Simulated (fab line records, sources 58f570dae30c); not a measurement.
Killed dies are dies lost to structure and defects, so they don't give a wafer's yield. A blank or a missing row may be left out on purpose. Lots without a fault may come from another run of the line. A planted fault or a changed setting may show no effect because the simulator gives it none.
Split-lot experiment | flow berkeley_cmos170 | 5 lots, 23 wafers read, on a route of 331 steps

THE SPLIT
At UCB170_NVT_IMPLANT_07, the setting dose_cm2 was moved away from the recipe's 3e+12 on 11 of the 23 wafers read, by -3.1% to +6.0%. The other wafers ran this setting at the recipe's value.

FROM THE SPLIT TO THE READING: what the file shows between them, 1 step
- UCB170_NVT_STRIP_08: strips in O2

THE READING
NVT_TW, at UCB170_NVT_TW_MEAS_09. Fault-free wafers of this fab line usually give 527, standard deviation 4.5.

wafer  | tool, chamber at the split | dose_cm2 as run | against the recipe | NVT_TW | against lot-mates on the recipe
L074.1 | implanter-03, 0            | 3e+12           | recipe             | 517    | -
L074.2 | implanter-03, 0            | 3.179e+12       | +6.0%              | 527    | +10
L074.4 | implanter-03, 0            | 3e+12           | recipe             | 517    | -
L074.5 | implanter-03, 0            | 3.179e+12       | +6.0%              | 529    | +12
L074.6 | implanter-03, 0            | 3.179e+12       | +6.0%              | 526    | +9
L082.2 | implanter-04, 0            | 3e+12           | recipe             | 521    | -
L082.3 | implanter-04, 0            | 3e+12           | recipe             | 522    | -
L082.4 | implanter-04, 0            | 3e+12           | recipe             | 519    | -
L083.2 | implanter-02, 0            | 2.921e+12       | -2.6%              | 524    | -4
L083.3 | implanter-02, 0            | 3e+12           | recipe             | 527    | -
L083.4 | implanter-02, 0            | 2.921e+12       | -2.6%              | 526    | -2
L083.5 | implanter-02, 0            | 3e+12           | recipe             | 530    | -
L083.6 | implanter-02, 0            | 2.921e+12       | -2.6%              | 525    | -4
L084.1 | implanter-03, 0            | 3.068e+12       | +2.3%              | 531    | +3
L084.2 | implanter-03, 0            | 3e+12           | recipe             | 527    | -
L084.3 | implanter-03, 0            | 3e+12           | recipe             | 529    | -
L084.4 | implanter-03, 0            | 3.068e+12       | +2.3%              | 531    | +3
L084.5 | implanter-03, 0            | 3.068e+12       | +2.3%              | 529    | +1
L085.1 | implanter-04, 0            | 2.906e+12       | -3.1%              | 516    | -7
L085.3 | implanter-04, 0            | 2.906e+12       | -3.1%              | 517    | -6
L085.4 | implanter-04, 0            | 3e+12           | recipe             | 521    | -
L085.5 | implanter-04, 0            | 3e+12           | recipe             | 523    | -
L085.6 | implanter-04, 0            | 3e+12           | recipe             | 526    | -

THE FIT
A straight line over all 23 wafers: NVT_TW changes by +0.875 for each +1% of dose_cm2; r = +0.49; the points scatter about the line by 4.3.
The same after taking each lot's own level away (the mean of its wafers on the recipe; 23 wafers): +1.68 for each +1%; r = +0.95; scatter 1.5.
On that fit, the largest move of dose_cm2 shifts the reading by 10.
The lots' own levels span 517.0 to 528.5, that is 2.6 times the standard deviation above.
So the lot-to-lot level blurs the effect unless lot-mates are compared.
Check: with one of the wafers moved furthest among these (+6.0%) left out of the fit, the line predicts +9.8 for it against its lot-mates. It came out at +10 against them.

OTHER SPLITS ON THESE WAFERS
These wafers also went through other splits before the reading. Each is held against what the fit with the lots' levels taken away leaves over:
other split on the same wafers         | wafers away from the commonest value | r with NVT_TW (lot level and that fit taken away)
UCB170_START_OXIDATION_02 temp_c       | 15                                   | +0.22
UCB170_NWELL_CVD_04 time_s             | 18                                   | -0.06
UCB170_PWELL_OXIDATION_02 temp_c       | 15                                   | -0.21
UCB170_PWELL_STRIP_16 overash_fraction | 8                                    | +0.06
UCB170_ACTIVE_CVD_05 pressure_mtorr    | 13                                   | +0.36
UCB170_ACTIVE_STRIP_16 power_w         | 9                                    | +0.27
UCB170_PFIELD_IMPLANT_07 dose_cm2      | 10                                   | -0.18

THE FILE'S OWN FIT
NVT_TW changes by +1.66 for each +1% of dose_cm2, r = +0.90.
